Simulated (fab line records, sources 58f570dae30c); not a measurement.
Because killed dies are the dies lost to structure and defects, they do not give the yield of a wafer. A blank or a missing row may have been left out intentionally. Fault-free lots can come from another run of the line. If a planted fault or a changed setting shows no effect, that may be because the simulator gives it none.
Lot-split experiment + flow berkeley-cmos170 + 23 wafers read from 5 lots, route of 331 steps

THE SPLIT
At UCB170_START_OXIDATION_02 (target thk 20 nm, ox time 1800 s), the setting temp-c was moved away from the recipe's 950 C on 20 of the 23 wafers read, by -1.3% to +2.9%. The other wafers ran this setting at the recipe's value.

Between the split and the reading, the file records no step.

THE READING
START_OXIDE_THK at UCB170_START_THK_MEAS_03, in nm. A value of 19.9 nm with a standard deviation of 0.32 nm is what fault-free wafers of this fab line usually give.

| wafer  | tool, chamber at the split | temp-c as run, C | against the recipe | START_OXIDE_THK, nm | against lot-mates on the recipe |
|--------|----------------------------|------------------|--------------------|---------------------|---------------------------------|
| L075.1 | -, -                       | 963.9            | +1.5%              | 23.0                | no lot-mate on the recipe       |
| L075.2 | -, -                       | 963.9            | +1.5%              | 22.9                | no lot-mate on the recipe       |
| L075.3 | -, -                       | 963.9            | +1.5%              | 23.2                | no lot-mate on the recipe       |
| L075.5 | -, -                       | 963.9            | +1.5%              | 23.0                | no lot-mate on the recipe       |
| L075.6 | -, -                       | 963.9            | +1.5%              | 23.0                | no lot-mate on the recipe       |
| L076.2 | -, -                       | 938.1            | -1.3%              | 17.5                | no lot-mate on the recipe       |
| L076.3 | -, -                       | 938.1            | -1.3%              | 17.5                | no lot-mate on the recipe       |
| L076.4 | -, -                       | 938.1            | -1.3%              | 17.6                | no lot-mate on the recipe       |
| L076.5 | -, -                       | 938.1            | -1.3%              | 17.4                | no lot-mate on the recipe       |
| L076.6 | -, -                       | 938.1            | -1.3%              | 17.5                | no lot-mate on the recipe       |
| L079.2 | -, -                       | 977.1            | +2.9%              | 25.4                | no lot-mate on the recipe       |
| L079.3 | -, -                       | 977.1            | +2.9%              | 25.6                | no lot-mate on the recipe       |
| L079.4 | -, -                       | 977.1            | +2.9%              | 25.5                | no lot-mate on the recipe       |
| L079.5 | -, -                       | 977.1            | +2.9%              | 25.5                | no lot-mate on the recipe       |
| L079.6 | -, -                       | 977.1            | +2.9%              | 25.4                | no lot-mate on the recipe       |
| L082.1 | -, -                       | 976.5            | +2.8%              | 25.5                | no lot-mate on the recipe       |
| L082.3 | -, -                       | 976.5            | +2.8%              | 25.6                | no lot-mate on the recipe       |
| L082.4 | -, -                       | 976.5            | +2.8%              | 25.6                | no lot-mate on the recipe       |
| L082.5 | -, -                       | 976.5            | +2.8%              | 25.4                | no lot-mate on the recipe       |
| L082.6 | -, -                       | 976.5            | +2.8%              | 25.5                | no lot-mate on the recipe       |
| L083.1 | furnace-02, 0              | 950              | recipe             | 19.6                | -                               |
| L083.3 | furnace-02, 0              | 950              | recipe             | 19.8                | -                               |
| L083.5 | furnace-02, 0              | 950              | recipe             | 20.0                | -                               |

FIT RESULTS
A straight line over all 23 wafers: START_OXIDE_THK changes by +1.98 nm for each +1% of temp-c; r = +1.00; the points scatter about the line by 0.15 nm.
Too few moved wafers with a lot-mate on the recipe to fit a line net of each lot's own level.

THE WHOLE CHAIN: every reading that the file lists as answering this split, in the file's order
| step                      | what it does                     | reading                                                                            | change (the file's fit)              | r (the file's) |
|---------------------------|----------------------------------|------------------------------------------------------------------------------------|--------------------------------------|----------------|
| UCB170_START_OXIDATION_02 | target thk 20 nm, ox time 1800 s | SiO2_of_START_OXIDATION_02.thk-nm (the simulator's own value, which no gauge read) | +1.98 nm for each +1% of the setting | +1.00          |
| UCB170_START_THK_MEAS_03  |                                  | START_OXIDE_THK                                                                    | +1.98 for each +1% of the setting    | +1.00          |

FILE'S OWN FIT
START_OXIDE_THK changes by +1.98 nm for each +1% of temp-c, r = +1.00.
